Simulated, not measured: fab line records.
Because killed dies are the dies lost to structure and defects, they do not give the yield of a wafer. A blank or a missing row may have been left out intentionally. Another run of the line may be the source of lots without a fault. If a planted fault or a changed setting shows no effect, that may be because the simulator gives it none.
Check for tools in common || flow berkeley-cmos170 || 15 lots and 54 wafers in the sample

## THE REASON FOR OPENING IT
At UCB170_SDANNEAL_RS_MEAS_04 the reading PLDD_RS is flagged on 3 of 15 lots. Wafers without a fault read 1032 ohm/sq, standard deviation 3.2.
Rule: a lot is flagged in two cases, either no wafer of it has a number, or all its wafers with numbers fall more than 4 standard deviations from that mean. As for the other lots, they are considered sound.

{"lot": "L688", "measured": "day 5 22:28", "on": "film-metro-04", "PLDD_RS (ohm/sq), wafer by wafer": "1034 1033 1033", "flag": ""}
{"lot": "L689", "measured": "day 6 23:01", "on": "film-metro-01", "PLDD_RS (ohm/sq), wafer by wafer": "1028 1027 1029", "flag": ""}
{"lot": "L690", "measured": "day 7 08:28", "on": "film-metro-04", "PLDD_RS (ohm/sq), wafer by wafer": "1032 1034 1036", "flag": ""}
{"lot": "L694", "measured": "day 8 01:11", "on": "film-metro-01", "PLDD_RS (ohm/sq), wafer by wafer": "1030 1031 1031", "flag": ""}
{"lot": "L692", "measured": "day 8 01:20", "on": "film-metro-02", "PLDD_RS (ohm/sq), wafer by wafer": "1032 1031 1029", "flag": ""}
{"lot": "L696", "measured": "day 8 11:32", "on": "film-metro-04", "PLDD_RS (ohm/sq), wafer by wafer": "1030 1029 1031", "flag": ""}
{"lot": "L695", "measured": "day 8 11:43", "on": "film-metro-01", "PLDD_RS (ohm/sq), wafer by wafer": "1030 1029 1027", "flag": ""}
{"lot": "L697", "measured": "day 8 15:51", "on": "film-metro-04", "PLDD_RS (ohm/sq), wafer by wafer": "865 865 866 863 864 864", "flag": "FLAGGED"}
{"lot": "L698", "measured": "day 9 01:46", "on": "film-metro-01", "PLDD_RS (ohm/sq), wafer by wafer": "861 864 865 862 863 864", "flag": "FLAGGED"}
{"lot": "L700", "measured": "day 9 01:50", "on": "film-metro-04", "PLDD_RS (ohm/sq), wafer by wafer": "864 867 866 867 867 866", "flag": "FLAGGED"}
{"lot": "L702", "measured": "day 9 14:24", "on": "film-metro-02", "PLDD_RS (ohm/sq), wafer by wafer": "1029 1032 1034", "flag": ""}
{"lot": "L701", "measured": "day 9 14:36", "on": "film-metro-04", "PLDD_RS (ohm/sq), wafer by wafer": "1033 1033 1036", "flag": ""}
{"lot": "L708", "measured": "day 11 01:24", "on": "film-metro-01", "PLDD_RS (ohm/sq), wafer by wafer": "1033 1030 1033", "flag": ""}
{"lot": "L709", "measured": "day 11 12:31", "on": "film-metro-02", "PLDD_RS (ohm/sq), wafer by wafer": "1033 1030 1029", "flag": ""}
{"lot": "L711", "measured": "day 11 13:02", "on": "film-metro-04", "PLDD_RS (ohm/sq), wafer by wafer": "1031 1037 1037", "flag": ""}
The mean of the flagged lots' numbers is 865 ohm/sq, -167 ohm/sq from the usual (-52 standard deviations).

## LOT BY LOT: THE TOOL USED
2 process steps preceding the reading are held in the record, out of 331 steps in the route. In each cell: the tool, then ch and the chambers that the sampled wafers went through, then the start.
{"lot": "L688", "flag": "", "UCB170_PLDD_STRIP_10": "plasma-asher-02 ch 0,1, day 5 12:38", "UCB170_SPACER_ANNEAL_02": "furnace-03 ch 0, day 5 15:52"}
{"lot": "L689", "flag": "", "UCB170_PLDD_STRIP_10": "plasma-asher-01 ch 0,1, day 6 09:28", "UCB170_SPACER_ANNEAL_02": "furnace-03 ch 0, day 6 16:13"}
{"lot": "L690", "flag": "", "UCB170_PLDD_STRIP_10": "plasma-asher-01 ch 0,1, day 6 19:13", "UCB170_SPACER_ANNEAL_02": "furnace-02 ch 0, day 7 01:35"}
{"lot": "L694", "flag": "", "UCB170_PLDD_STRIP_10": "plasma-asher-02 ch 0,1, day 7 11:47", "UCB170_SPACER_ANNEAL_02": "furnace-02 ch 0, day 7 17:27"}
{"lot": "L692", "flag": "", "UCB170_PLDD_STRIP_10": "plasma-asher-04 ch 0,1, day 7 11:31", "UCB170_SPACER_ANNEAL_02": "furnace-02 ch 0, day 7 17:27"}
{"lot": "L696", "flag": "", "UCB170_PLDD_STRIP_10": "plasma-asher-04 ch 0,1, day 7 23:35", "UCB170_SPACER_ANNEAL_02": "furnace-03 ch 0, day 8 05:31"}
{"lot": "L695", "flag": "", "UCB170_PLDD_STRIP_10": "plasma-asher-02 ch 0,1, day 7 23:22", "UCB170_SPACER_ANNEAL_02": "furnace-03 ch 0, day 8 05:31"}
{"lot": "L697", "flag": "FLAGGED", "UCB170_PLDD_STRIP_10": "plasma-asher-01 ch 0,1, day 8 05:10", "UCB170_SPACER_ANNEAL_02": "furnace-03 ch 0, day 8 09:46"}
{"lot": "L698", "flag": "FLAGGED", "UCB170_PLDD_STRIP_10": "plasma-asher-02 ch 0,1, day 8 13:00", "UCB170_SPACER_ANNEAL_02": "furnace-03 ch 0, day 8 18:34"}
{"lot": "L700", "flag": "FLAGGED", "UCB170_PLDD_STRIP_10": "plasma-asher-04 ch 0,1, day 8 13:11", "UCB170_SPACER_ANNEAL_02": "furnace-03 ch 0, day 8 18:34"}
{"lot": "L702", "flag": "", "UCB170_PLDD_STRIP_10": "plasma-asher-02 ch 0,1, day 8 22:56", "UCB170_SPACER_ANNEAL_02": "furnace-02 ch 0, day 9 05:30"}
{"lot": "L701", "flag": "", "UCB170_PLDD_STRIP_10": "plasma-asher-01 ch 0,1, day 8 23:14", "UCB170_SPACER_ANNEAL_02": "furnace-02 ch 0, day 9 05:30"}
{"lot": "L708", "flag": "", "UCB170_PLDD_STRIP_10": "plasma-asher-02 ch 0,1, day 10 14:50", "UCB170_SPACER_ANNEAL_02": "furnace-01 ch 0, day 10 19:26"}
{"lot": "L709", "flag": "", "UCB170_PLDD_STRIP_10": "plasma-asher-02 ch 0, day 10 23:14", "UCB170_SPACER_ANNEAL_02": "furnace-02 ch 0, day 11 05:42"}
{"lot": "L711", "flag": "", "UCB170_PLDD_STRIP_10": "plasma-asher-04 ch 0,1, day 10 23:30", "UCB170_SPACER_ANNEAL_02": "furnace-02 ch 0, day 11 05:42"}
These steps, and what they do:
- UCB170_PLDD_STRIP_10: strips in O2.
- UCB170_SPACER_ANNEAL_02: time 1800 s.
- UCB170_SDANNEAL_RS_MEAS_04: measures by four-point-probe.

## FLAGGED OVER TOTAL, TOOL BY TOOL (the gauges that took the reading come last)
{"step": "UCB170_PLDD_STRIP_10", "tool": "plasma-asher-01", "lots run": 4, "flagged": 1, "share of the flagged lots": "some", "sound lots run after its first flagged lot": "1 (L701)"}
{"step": "UCB170_PLDD_STRIP_10", "tool": "plasma-asher-02", "lots run": 7, "flagged": 1, "share of the flagged lots": "some", "sound lots run after its first flagged lot": "3 (L702,L708,L709)"}
{"step": "UCB170_PLDD_STRIP_10", "tool": "plasma-asher-04", "lots run": 4, "flagged": 1, "share of the flagged lots": "some", "sound lots run after its first flagged lot": "1 (L711)"}
{"step": "UCB170_SPACER_ANNEAL_02", "tool": "furnace-01", "lots run": 1, "flagged": 0, "share of the flagged lots": "none", "sound lots run after its first flagged lot": "-"}
{"step": "UCB170_SPACER_ANNEAL_02", "tool": "furnace-02", "lots run": 7, "flagged": 0, "share of the flagged lots": "none", "sound lots run after its first flagged lot": "-"}
{"step": "UCB170_SPACER_ANNEAL_02", "tool": "furnace-03", "lots run": 7, "flagged": 3, "share of the flagged lots": "all", "sound lots run after its first flagged lot": 0}
{"step": "UCB170_SDANNEAL_RS_MEAS_04", "tool": "film-metro-01", "lots run": 5, "flagged": 1, "share of the flagged lots": "some", "sound lots run after its first flagged lot": "1 (L708)"}
{"step": "UCB170_SDANNEAL_RS_MEAS_04", "tool": "film-metro-02", "lots run": 3, "flagged": 0, "share of the flagged lots": "none", "sound lots run after its first flagged lot": "-"}
{"step": "UCB170_SDANNEAL_RS_MEAS_04", "tool": "film-metro-04", "lots run": 7, "flagged": 2, "share of the flagged lots": "some", "sound lots run after its first flagged lot": "2 (L701,L711)"}

## WHAT THE TABLE ALLOWS
1 row of the table ran every flagged lot: furnace-03 at UCB170_SPACER_ANNEAL_02.
- furnace-03 at UCB170_SPACER_ANNEAL_02 ran 7 lots, 3 of them flagged. Last sound lot L695 at day 8 05:31, first flagged lot L697 at day 8 09:46; a fault beginning in between fits. Its own readings lie more than 4 standard deviations out on every wafer of the flagged lots: spike-tc-centre-C, spike-tc-load-C, spike-tc-source-C, tube-center-temp-C, tube_center_temp_C_max, zone-power-load-pct.
What remains is a single tool, furnace-03 at UCB170_SPACER_ANNEAL_02.

## WHAT THE SIMULATOR PUT IN
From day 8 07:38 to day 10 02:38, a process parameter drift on furnace-03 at UCB170_SPACER_ANNEAL_02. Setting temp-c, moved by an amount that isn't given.
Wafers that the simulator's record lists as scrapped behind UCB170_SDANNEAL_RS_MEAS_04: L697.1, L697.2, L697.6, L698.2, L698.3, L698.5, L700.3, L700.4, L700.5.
Shown lots that were struck: L697, L698, L700. The rule above reached the same finding.
